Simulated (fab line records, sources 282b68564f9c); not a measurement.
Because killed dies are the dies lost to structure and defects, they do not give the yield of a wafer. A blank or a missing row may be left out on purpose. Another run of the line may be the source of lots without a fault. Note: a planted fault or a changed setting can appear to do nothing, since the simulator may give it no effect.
Lot-split experiment ; flow ritCmos ; 5 lots, 23 wafers read, on a route of 202 steps

== ON THE SPLIT ==
At RIT_CONTACT_DEVELOP_07 (develop time 120 s), the setting developTimeS was moved away from the recipe's 120 s on 5 of the 23 wafers read, by +10.8% to +13.0%. The other wafers ran this setting at the recipe's value.

== FROM THE SPLIT TO THE READING: what the file shows between them, 4 steps ==
- RIT_CONTACT_CD_MEAS_08: target cd 1000 nm
- RIT_CONTACT_HARDBAKE_10: time 60 s
- RIT_CONTACT_ETCH_11: etches SiO2 in CHF3/CF4/Ar, stops on TiSi2, target depth 480 nm, time 320 s
- RIT_CONTACT_STRIP_12: strips in O2, time 180 s

== THE READING ==
cdNm, in nm, at RIT_CONTACT_CD_MEAS_90 (target cd 1000 nm). Fault-free wafers of this fab line usually give 1000.1 nm, standard deviation 2.2 nm.

wafer;tool, chamber at the split;developTimeS as run, s;against the recipe;cdNm, nm;against lot-mates on the recipe
L079.1;lithoTrack-03, 0;135.6;+13.0%;1008.6;+10.9
L079.2;lithoTrack-03, 0;120;recipe;996.8;-
L079.3;lithoTrack-03, 0;135.6;+13.0%;1009.9;+12.1
L079.4;lithoTrack-03, 0;135.6;+13.0%;1010.2;+12.5
L079.6;lithoTrack-03, 0;120;recipe;998.7;-
L080.1;lithoTrack-02, 0;120;recipe;1000.7;-
L080.3;lithoTrack-02, 0;133;+10.8%;1009.3;+9.2
L080.4;lithoTrack-02, 0;120;recipe;999.7;-
L080.5;lithoTrack-02, 0;133;+10.8%;1009.6;+9.5
L080.6;lithoTrack-02, 0;120;recipe;999.8;-
L081.1;lithoTrack-04, 0;120;recipe;998.8;-
L081.2;lithoTrack-04, 0;120;recipe;1001.1;-
L081.3;lithoTrack-04, 0;120;recipe;998.7;-
L081.5;lithoTrack-04, 0;120;recipe;998.9;-
L081.6;lithoTrack-04, 0;120;recipe;999.7;-
L083.1;lithoTrack-04, 0;120;recipe;996.8;-
L083.2;lithoTrack-04, 0;120;recipe;995.0;-
L083.3;lithoTrack-04, 0;120;recipe;997.0;-
L084.1;lithoTrack-02, 0;120;recipe;1003.5;-
L084.2;lithoTrack-02, 0;120;recipe;1001.6;-
L084.3;lithoTrack-02, 0;120;recipe;1003.5;-
L084.5;lithoTrack-02, 0;120;recipe;1002.9;-
L084.6;lithoTrack-02, 0;120;recipe;1003.9;-

FIT RESULTS
A straight line over all 23 wafers: cdNm changes by +0.791 nm for each +1% of developTimeS; r = +0.87; the points scatter about the line by 2.4 nm.
The same after taking each lot's own level away (the mean of its wafers on the recipe; 23 wafers): +0.896 nm for each +1%; r = +0.99; scatter 0.81 nm.
On that fit, the largest move of developTimeS shifts the reading by 12 nm.
Across the lots, their own levels run from 996.27 to 1003.08 nm, a range of 3.1 times the standard deviation given above.
In other words, the slope is changed by the lot-to-lot level; the two fits disagree.
Check: for one of the wafers moved furthest among these (+13.0%), held out of the fit, the line's prediction against its lot-mates is +11.9 nm. Against them it came out at +10.9 nm.

== THESE WAFERS: OTHER SPLITS ==
Before the reading, these wafers also passed through other splits. Each is held against what the fit with the lots' levels taken away leaves over:
other split on the same wafers;wafers away from the commonest value;r with cdNm (lot level and that fit taken away)
RIT_SDANNEAL_RTA_03 timeS;9;-0.08
RIT_SILICIDE_SPUTTER_01 powerW;7;+0.21

== THE WHOLE CHAIN: every reading that the file lists as answering this split, in the file's order ==
step;what it does;reading;change (the file's fit);r (the file's)
RIT_CONTACT_CD_MEAS_08;target cd 1000 nm;cdNm;+0.858 nm for each +1% of the setting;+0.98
RIT_CONTACT_ETCH_11;etches SiO2 in CHF3/CF4/Ar, stops on TiSi2, target depth 480 nm, time 320 s;CONTACT.cdNm (the simulator's own value, which no gauge read);+0.873 nm for each +1% of the setting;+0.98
RIT_CONTACT_CD_MEAS_90;target cd 1000 nm;cdNm;+0.893 nm for each +1% of the setting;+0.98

== THE FILE'S OWN FIT ==
cdNm changes by +0.893 nm for each +1% of developTimeS, r = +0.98.
